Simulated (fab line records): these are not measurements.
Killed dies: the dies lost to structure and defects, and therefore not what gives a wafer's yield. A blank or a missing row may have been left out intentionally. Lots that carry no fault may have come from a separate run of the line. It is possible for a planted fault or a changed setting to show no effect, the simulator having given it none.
fab line records + flow berkeleyCmos170
record:
- lots: 5
- wafers: 15
- lastDay: 13
route steps=331 shown M1@251 V1@254
lots that met no fault: taken from a fault-free run of the same line
startH: hours from the record's first day to the start of the lot's first wafer shown + waitH: hours from the lot's prior step to this one + " identical to the entry in the row above + L1.1+2: one row covering several wafers at once + - either no value or no given start + * or withheld: withheld + < > ~ a bound
route shown NAME@n: names a module that has steps shown in the file, with the first one's number in the route + usual: average and standard deviation across the fault-free wafers + same: alike in all rows + chamber/n: place in a boat + sites: each site's reading + _std_site: the values' standard deviation + _edge_site: the outer-site mean with the inner-site mean subtracted + radiusMm: for every site, how far away it sits from the centre of the wafer + mask NAME#n: copy n + behind: the last tool/chamber to shape the wafer + hold: what put the lot on hold/how long, in hours/how the hold closed + device: the n, p or np transistor that did not switch + end of line: tests of these same wafers at the route's end + a step with no rows: only its recipe + killed: dies that structure and defects cost at the first sort, which is not the same as the wafer's yield + map: per-die view of a wafer (x killed, . not killed, _ where there is no die)
set.NAME: the run value of the setting; set.NAME@STEP: its run value at that earlier step + model.NAME: the simulator's own value behind a step, which no gauge read
a table for each step, a row for each wafer; lots at some steps of the route
services: a tool's chamber out of use, with start hour (startH, from the record's first day; less than 0 if before it), hours out, and reason
== steps ==
step: UCB170_M1_STRIP_13
recipe:
- chemistry: O2
- powerW: 400
- pressureMtorr: 3500
- platenTempC: withheld
- o2FlowSccm: 400
- overashFraction: 0.5
usual:
- drypumpMotorCurrentA: 5.9/0.4
- oesProductAu: 0.720/0.0045
same:
- overashFraction: 0.5
| lot.wafer | tool           | chamber | startH | waitH | drypumpMotorCurrentA | oesProductAu | rfHoursCounterH |
|-----------|----------------|---------|--------|-------|----------------------|--------------|-----------------|
| L074.1    | plasmaAsher-02 | 1       | 182.97 | 0.1   | 5.4                  | 0.714        | 48              |
| L074.2    | "              | 0       | "      | "     | 6.4                  | 0.721        | 48              |
| L074.3    | "              | 0       | "      | "     | 6.4                  | 0.723        | -               |
| L087.2    | plasmaAsher-01 | 0       | 237.46 | 0.1   | 6.2                  | 0.713        | 53              |
| L087.5    | "              | 0       | "      | "     | 6.2                  | 0.718        | -               |
| L087.6    | "              | 1       | "      | "     | 5.4                  | 0.714        | -               |
| L083.1    | plasmaAsher-01 | 0       | 240.37 | 0.1   | 6.2                  | 0.721        | 53              |
| L083.3    | "              | 1       | "      | "     | 5.4                  | 0.725        | -               |
| L083.4    | "              | 0       | "      | "     | 6.2                  | 0.719        | -               |
| L094.1    | plasmaAsher-04 | 0       | 271.03 | 0.1   | 5.7                  | 0.725        | 49              |
| L094.3    | "              | 1       | "      | "     | 6.3                  | 0.719        | -               |
| L094.6    | "              | 1       | "      | "     | 6.3                  | 0.718        | -               |
| L095.1    | plasmaAsher-04 | 1       | 284.46 | 0.2   | 6.3                  | 0.716        | 50              |
| L095.2    | "              | 0       | "      | "     | 5.6                  | 0.723        | 50              |
| L095.5    | "              | 0       | "      | "     | 5.7                  | 0.723        | -               |
step: UCB170_M1_CD_MEAS_90
recipe:
- targetCdNm: 700
usual:
- cdNm: 700.7/2.3
| lot.wafer | tool     | chamber | startH | waitH | cdNm  |
|-----------|----------|---------|--------|-------|-------|
| L074.1    | cdSem-02 | -       | 183.07 | 0.1   | 699.0 |
| L074.2    | "        | -       | "      | "     | 701.2 |
| L074.3    | "        | -       | "      | "     | 699.9 |
| L087.2    | cdSem-01 | -       | 237.58 | 0.1   | 704.0 |
| L087.5    | "        | -       | "      | "     | 702.3 |
| L087.6    | "        | -       | "      | "     | 706.0 |
| L083.1    | cdSem-01 | -       | 240.47 | 0.1   | 700.5 |
| L083.3    | "        | -       | "      | "     | 701.5 |
| L083.4    | "        | -       | "      | "     | 702.0 |
| L094.1    | cdSem-01 | -       | 271.13 | 0.1   | 702.4 |
| L094.3    | "        | -       | "      | "     | 704.3 |
| L094.6    | "        | -       | "      | "     | 700.7 |
| L095.1    | cdSem-01 | -       | 284.56 | 0.1   | 697.9 |
| L095.2    | "        | -       | "      | "     | 699.7 |
| L095.5    | "        | -       | "      | "     | 701.1 |
step: UCB170_M1_ANNEAL_14
recipe:
- tempC: 400
- timeS: 1200
- ambient: formingGas
| lot.wafer  | tool       | chamber | startH | waitH |
|------------|------------|---------|--------|-------|
| L074.1+2+3 | furnace-03 | 0       | 183.19 | 0.1   |
| L087.2+5+6 | furnace-03 | 0       | 237.68 | 0.1   |
| L083.1+3+4 | furnace-03 | 0       | 241.68 | 1.2   |
| L094.1+3+6 | furnace-03 | 0       | 272.29 | 1.1   |
| L095.1+2+5 | furnace-03 | 0       | 284.68 | 0.1   |
step: UCB170_V1_CVD_00
recipe:
- material: SiO2
- targetThkNm: 2000
- tempC: 390
- precursor: TEOS/O2
- timeS: 250
- rfW: 550
- pressureMtorr: 9000
usual:
- heaterPowerW: 261/61
- pressureMtorr: 8997/18
| lot.wafer | tool     | chamber | startH | waitH | heaterPowerW | pressureMtorr |
|-----------|----------|---------|--------|-------|--------------|---------------|
| L074.1    | pecvd-03 | 1       | 184.52 | 0.0   | 295          | 8978          |
| L074.2    | "        | 2       | "      | "     | 319          | 8992          |
| L074.3    | "        | 0       | "      | "     | 338          | 9024          |
| L087.2    | pecvd-01 | 2       | 239.02 | 0.0   | 279          | 9015          |
| L087.5    | "        | 0       | "      | "     | 216          | 9017          |
| L087.6    | "        | 2       | "      | "     | 195          | 8963          |
| L083.1    | pecvd-04 | 0       | 243.02 | 0.0   | 216          | 9002          |
| L083.3    | "        | 1       | "      | "     | 283          | 8984          |
| L083.4    | "        | 0       | "      | "     | 272          | 8997          |
| L094.1    | pecvd-01 | 1       | 273.62 | 0.0   | 220          | 8976          |
| L094.3    | "        | 0       | "      | "     | 278          | 8998          |
| L094.6    | "        | 2       | "      | "     | 195          | 8993          |
| L095.1    | pecvd-03 | 0       | 286.02 | 0.0   | 362          | 9015          |
| L095.2    | "        | 2       | "      | "     | 339          | 8987          |
| L095.5    | "        | 2       | "      | "     | 233          | 8999          |
step: UCB170_V1_THK_MEAS_01
recipe:
- reads: SiO2_of_V1_CVD_00
usual:
- V1_TEOS_THK: 1981/35
| lot.wafer | tool         | chamber | startH | waitH | V1_TEOS_THK[nm] |
|-----------|--------------|---------|--------|-------|-----------------|
| L074.1    | filmMetro-02 | -       | 184.68 | 0.1   | 1957            |
| L074.2    | "            | -       | "      | "     | 1919            |
| L074.3    | "            | -       | "      | "     | 1933            |
| L087.2    | filmMetro-03 | -       | 239.18 | 0.1   | 1972            |
| L087.5    | "            | -       | "      | "     | 1982            |
| L087.6    | "            | -       | "      | "     | 2010            |
| L083.1    | filmMetro-02 | -       | 243.17 | 0.1   | 2036            |
| L083.3    | "            | -       | "      | "     | 1957            |
| L083.4    | "            | -       | "      | "     | 2068            |
| L094.1    | filmMetro-02 | -       | 273.78 | 0.1   | 1942            |
| L094.3    | "            | -       | "      | "     | 1976            |
| L094.6    | "            | -       | "      | "     | 2014            |
| L095.1    | filmMetro-02 | -       | 286.17 | 0.1   | 1961            |
| L095.2    | "            | -       | "      | "     | 1944            |
| L095.5    | "            | -       | "      | "     | 1958            |
step: UCB170_V1_CMP_02
recipe:
- material: SiO2
- downForcePsi: 6
- platenRpm: 60
- padVelocityMS: 0.75398
usual:
- motorCurrentA: 16.6/1.6
| lot.wafer | tool   | chamber | startH | waitH | motorCurrentA |
|-----------|--------|---------|--------|-------|---------------|
| L074.3    | cmp-02 | 3       | 184.74 | 0.0   | 17.2          |
| L074.1    | "      | 0       | "      | "     | 14.3          |
| L074.2    | "      | 2       | "      | "     | 16.8          |
| L087.2    | cmp-02 | 0       | 239.28 | 0.1   | 13.9          |
| L087.5    | "      | 3       | "      | "     | 16.2          |
| L087.6    | "      | 0       | "      | "     | 12.9          |
| L083.4    | cmp-02 | 3       | 243.28 | 0.1   | 17.0          |
| L083.3    | "      | 0       | "      | "     | 13.5          |
| L083.1    | "      | 1       | "      | "     | 16.2          |
| L094.3    | cmp-01 | 2       | 273.94 | 0.1   | 19.7          |
| L094.1    | "      | 3       | "      | "     | 17.3          |
| L094.6    | "      | 0       | "      | "     | 16.1          |
| L095.2    | cmp-01 | 2       | 286.23 | 0.0   | 19.0          |
| L095.1    | "      | 3       | "      | "     | 16.4          |
| L095.5    | "      | 3       | "      | "     | 17.2          |
step: UCB170_V1_BOW_MEAS_03
recipe:
- mode: bow
usual:
- V1_BOW: 18/7.1
| lot.wafer | tool         | chamber | startH | waitH | V1_BOW[um] |
|-----------|--------------|---------|--------|-------|------------|
| L074.1    | filmMetro-03 | -       | 185.04 | 0.2   | 11         |
| L074.2    | "            | -       | "      | "     | 18         |
| L074.3    | "            | -       | "      | "     | 9          |
| L087.2    | filmMetro-02 | -       | 239.55 | 0.2   | 11         |
| L087.5    | "            | -       | "      | "     | 2          |
| L087.6    | "            | -       | "      | "     | 2          |
| L083.1    | filmMetro-03 | -       | 243.53 | 0.1   | 22         |
| L083.3    | "            | -       | "      | "     | 24         |
| L083.4    | "            | -       | "      | "     | 27         |
| L094.1    | filmMetro-02 | -       | 274.14 | 0.1   | 27         |
| L094.3    | "            | -       | "      | "     | 29         |
| L094.6    | "            | -       | "      | "     | 20         |
| L095.1    | filmMetro-03 | -       | 286.53 | 0.2   | 8          |
| L095.2    | "            | -       | "      | "     | 12         |
| L095.5    | "            | -       | "      | "     | 17         |
step: UCB170_V1_THK_MEAS_04
recipe:
- reads: SiO2_of_V1_CVD_00
usual:
- V1_POLISHED_THK: 999.5/1.5
| lot.wafer | tool         | chamber | startH | waitH | V1_POLISHED_THK[nm] |
|-----------|--------------|---------|--------|-------|---------------------|
| L074.1    | filmMetro-03 | -       | 185.16 | 0.1   | 999.9               |
| L074.2    | "            | -       | "      | "     | 999.2               |
| L074.3    | "            | -       | "      | "     | 999.1               |
| L087.2    | filmMetro-02 | -       | 239.66 | 0.1   | 1000.2              |
| L087.5    | "            | -       | "      | "     | 996.5               |
| L087.6    | "            | -       | "      | "     | 1001.1              |
| L083.1    | filmMetro-03 | -       | 243.65 | 0.1   | 999.0               |
| L083.3    | "            | -       | "      | "     | 1000.9              |
| L083.4    | "            | -       | "      | "     | 997.1               |
| L094.1    | filmMetro-02 | -       | 274.26 | 0.1   | 1001.5              |
| L094.3    | "            | -       | "      | "     | 1002.7              |
| L094.6    | "            | -       | "      | "     | 1001.8              |
| L095.1    | filmMetro-03 | -       | 286.65 | 0.1   | 1000.4              |
| L095.2    | "            | -       | "      | "     | 1001.1              |
| L095.5    | "            | -       | "      | "     | 1001.5              |
step: UCB170_V1_CLEAN_05
recipe:
- chemistry: DIW
| lot.wafer  | tool        | chamber | startH | waitH |
|------------|-------------|---------|--------|-------|
| L074.1+2+3 | wetBench-01 | 3       | 185.22 | 0.1   |
| L087.2+5+6 | wetBench-03 | 2       | 239.74 | 0.1   |
| L083.1+3+4 | wetBench-02 | 0       | 243.71 | 0.1   |
| L094.1+3+6 | wetBench-03 | 1       | 274.44 | 0.2   |
| L095.1+2+5 | wetBench-03 | 3       | 289.27 | 2.6   |
step: UCB170_V1_HMDS_06
recipe:
- primeTimeS: 60
- primeTempC: 100
| lot.wafer  | tool          | chamber | startH | waitH |
|------------|---------------|---------|--------|-------|
| L074.1+2+3 | lithoTrack-03 | 0       | 185.46 | 0.0   |
| L087.2+5+6 | lithoTrack-01 | 0       | 240.07 | 0.2   |
| L083.1+3+4 | lithoTrack-02 | 0       | 244.84 | 0.9   |
| L094.1+3+6 | lithoTrack-01 | 0       | 274.61 | 0.0   |
| L095.1+2+5 | lithoTrack-02 | 0       | 289.64 | 0.2   |
step: UCB170_V1_COAT_07
recipe:
- resist: KrF
- spinRpm: 1500
- resistThkNm: 900
usual:
- dispensePressureKPa: 53/4
| lot.wafer | tool          | chamber | startH | waitH | dispensePressureKPa |
|-----------|---------------|---------|--------|-------|---------------------|
| L074.1    | lithoTrack-03 | 0       | 185.61 | 0.1   | 51                  |
| L074.2    | "             | 0       | "      | "     | 51                  |
| L074.3    | "             | 0       | "      | "     | 51                  |
| L087.2    | lithoTrack-01 | 0       | 240.22 | 0.1   | 57                  |
| L087.5    | "             | 0       | "      | "     | 57                  |
| L087.6    | "             | 0       | "      | "     | 57                  |
| L083.1    | lithoTrack-02 | 0       | 244.99 | 0.1   | 48                  |
| L083.3    | "             | 0       | "      | "     | 48                  |
| L083.4    | "             | 0       | "      | "     | 48                  |
| L094.1    | lithoTrack-01 | 0       | 274.76 | 0.1   | 57                  |
| L094.3    | "             | 0       | "      | "     | 57                  |
| L094.6    | "             | 0       | "      | "     | 57                  |
| L095.1    | lithoTrack-02 | 0       | 289.79 | 0.1   | 48                  |
| L095.2    | "             | 0       | "      | "     | 48                  |
| L095.5    | "             | 0       | "      | "     | 48                  |
step: UCB170_V1_SOFTBAKE_08
recipe:
- resist: KrF
- tempC: 130
- timeS: 60
| lot.wafer  | tool          | chamber | startH | waitH |
|------------|---------------|---------|--------|-------|
| L074.1+2+3 | lithoTrack-03 | 0       | 185.76 | 0.1   |
| L087.2+5+6 | lithoTrack-01 | 0       | 240.37 | 0.1   |
| L083.1+3+4 | lithoTrack-02 | 0       | 245.14 | 0.1   |
| L094.1+3+6 | lithoTrack-01 | 0       | 274.91 | 0.1   |
| L095.1+2+5 | lithoTrack-02 | 0       | 289.94 | 0.1   |
step: UCB170_V1_EXPOSE_09
recipe:
- maskId: VIA1
- targetCdNm: 700
- na: 0.5
- sigmaOuter: 0.6
- sourceShape: conventional
- doseMj: 37
usual:
- reticleTempC: 23.01/0.12
| lot.wafer | tool          | chamber | startH | waitH | mask   | reticleTempC |
|-----------|---------------|---------|--------|-------|--------|--------------|
| L074.1    | krfScanner-02 | 0       | 186.04 | 0.2   | VIA1#0 | 23.01        |
| L074.2    | "             | 0       | "      | "     | VIA1#0 | 22.99        |
| L074.3    | "             | 0       | "      | "     | VIA1#0 | 22.94        |
| L087.2    | krfScanner-01 | 0       | 240.52 | 0.1   | VIA1#0 | 22.84        |
| L087.5    | "             | 0       | "      | "     | VIA1#0 | 22.94        |
| L087.6    | "             | 0       | "      | "     | VIA1#0 | 22.84        |
| L083.1    | krfScanner-01 | 0       | 245.62 | 0.5   | VIA1#0 | 22.80        |
| L083.3    | "             | 0       | "      | "     | VIA1#0 | 22.94        |
| L083.4    | "             | 0       | "      | "     | VIA1#0 | 23.00        |
| L094.1    | krfScanner-02 | 0       | 275.43 | 0.5   | VIA1#0 | 22.92        |
| L094.3    | "             | 0       | "      | "     | VIA1#0 | 23.02        |
| L094.6    | "             | 0       | "      | "     | VIA1#0 | 22.98        |
| L095.1    | krfScanner-01 | 0       | 290.09 | 0.1   | VIA1#0 | 23.04        |
| L095.2    | "             | 0       | "      | "     | VIA1#0 | 23.08        |
| L095.5    | "             | 0       | "      | "     | VIA1#0 | 22.92        |
step: UCB170_V1_PEB_10
recipe:
- pebTempC: 130
- pebTimeS: withheld
- resist: KrF
| lot.wafer  | tool          | chamber | startH | waitH |
|------------|---------------|---------|--------|-------|
| L074.1+2+3 | lithoTrack-03 | 0       | 186.19 | 0.1   |
| L087.2+5+6 | lithoTrack-02 | 0       | 241.06 | 0.5   |
| L083.1+3+4 | lithoTrack-03 | 0       | 246.08 | 0.4   |
| L094.1+3+6 | lithoTrack-03 | 0       | 275.96 | 0.5   |
| L095.1+2+5 | lithoTrack-01 | 0       | 290.45 | 0.3   |
step: UCB170_V1_DEVELOP_11
recipe:
- developer: TMAH
- developTimeS: 45
- resist: KrF
- devTempC: 21
| lot.wafer  | tool          | chamber | startH | waitH |
|------------|---------------|---------|--------|-------|
| L074.1+2+3 | lithoTrack-03 | 0       | -      | -     |
| L087.2+5+6 | lithoTrack-02 | 0       | -      | -     |
| L083.1+3+4 | lithoTrack-03 | 0       | -      | -     |
| L094.1+3+6 | lithoTrack-03 | 0       | -      | -     |
| L095.1+2+5 | lithoTrack-01 | 0       | -      | -     |
step: UCB170_V1_CD_MEAS_12
recipe:
- targetCdNm: 700
usual:
- cdNm: 700.2/1
| lot.wafer | tool     | chamber | startH | waitH | cdNm  |
|-----------|----------|---------|--------|-------|-------|
| L074.1    | cdSem-02 | -       | 186.46 | -     | 702.1 |
| L074.2    | "        | -       | "      | "     | 701.9 |
| L074.3    | "        | -       | "      | "     | 701.5 |
| L087.2    | cdSem-01 | -       | 241.33 | -     | 698.7 |
| L087.5    | "        | -       | "      | "     | 700.2 |
| L087.6    | "        | -       | "      | "     | 698.3 |
| L083.1    | cdSem-02 | -       | 246.35 | -     | 700.3 |
| L083.3    | "        | -       | "      | "     | 699.2 |
| L083.4    | "        | -       | "      | "     | 699.8 |
| L094.1    | cdSem-02 | -       | 276.24 | -     | 700.0 |
| L094.3    | "        | -       | "      | "     | 698.5 |
| L094.6    | "        | -       | "      | "     | 700.4 |
| L095.1    | cdSem-02 | -       | 290.72 | -     | 699.9 |
| L095.2    | "        | -       | "      | "     | 700.8 |
| L095.5    | "        | -       | "      | "     | 700.9 |
step: UCB170_V1_OVL_MEAS_13
usual:
- V1_OVL: -3/5.3
| lot.wafer | tool       | chamber | startH | waitH | V1_OVL[nm] |
|-----------|------------|---------|--------|-------|------------|
| L074.1    | overlay-02 | -       | 186.58 | 0.1   | -7         |
| L074.2    | "          | -       | "      | "     | -8         |
| L074.3    | "          | -       | "      | "     | -11        |
| L087.2    | overlay-02 | -       | 241.44 | 0.1   | 2          |
| L087.5    | "          | -       | "      | "     | 4          |
| L087.6    | "          | -       | "      | "     | 4          |
| L083.1    | overlay-02 | -       | 246.47 | 0.1   | -7         |
| L083.3    | "          | -       | "      | "     | 0          |
| L083.4    | "          | -       | "      | "     | 3          |
| L094.1    | overlay-01 | -       | 276.36 | 0.1   | -12        |
| L094.3    | "          | -       | "      | "     | -8         |
| L094.6    | "          | -       | "      | "     | -11        |
| L095.1    | overlay-01 | -       | 290.84 | 0.1   | 0          |
| L095.2    | "          | -       | "      | "     | -3         |
| L095.5    | "          | -       | "      | "     | -7         |
== services ==
| tool           | chamber | startH | hours | kind                          |
|----------------|---------|--------|-------|-------------------------------|
| pecvd-01       | 2       | 170.86 | 16.2  | repair                        |
| plasmaAsher-04 | -       | 173.93 | 14.6  | pm                            |
| plasmaAsher-02 | -       | 200.79 | 28.1  | pm                            |
| krfScanner-01  | 0       | 201.15 | -     | calibration                   |
| cmp-02         | -       | 212.77 | 1.0   | repair                        |
| wetBench-03    | -       | 214.53 | 6.4   | repair                        |
| pecvd-03       | 2       | 221.09 | 4.2   | repair                        |
| cmp-01         | -       | 226.45 | 2.1   | repair                        |
| krfScanner-02  | -       | 227.25 | 1.0   | pm                            |
| cmp-01         | -       | 229.86 | 0.4   | repair                        |
| pecvd-03       | -       | 230.01 | 2.8   | pm                            |
| cmp-02         | -       | 232.00 | 4.0   | pm                            |
| pecvd-01       | -       | 233.76 | 0.8   | repair                        |
| cmp-02         | -       | 236.00 | -     | consumableReplace:conditioner |
| cmp-02         | -       | 236.00 | -     | consumableReplace:pad         |
| krfScanner-01  | -       | 255.12 | 1.0   | pm                            |
| krfScanner-01  | -       | 256.12 | 0.8   | pm                            |
| pecvd-01       | 0       | 256.50 | 13.0  | repair                        |
| krfScanner-02  | -       | 266.45 | 0.3   | repair                        |
| cmp-02         | -       | 266.78 | 1.3   | repair                        |
| wetBench-01    | -       | 273.32 | 4.4   | pm                            |
| krfScanner-02  | 0       | 274.03 | -     | calibration                   |
| krfScanner-02  | -       | 286.58 | 1.3   | pm                            |
== key ==
fault none
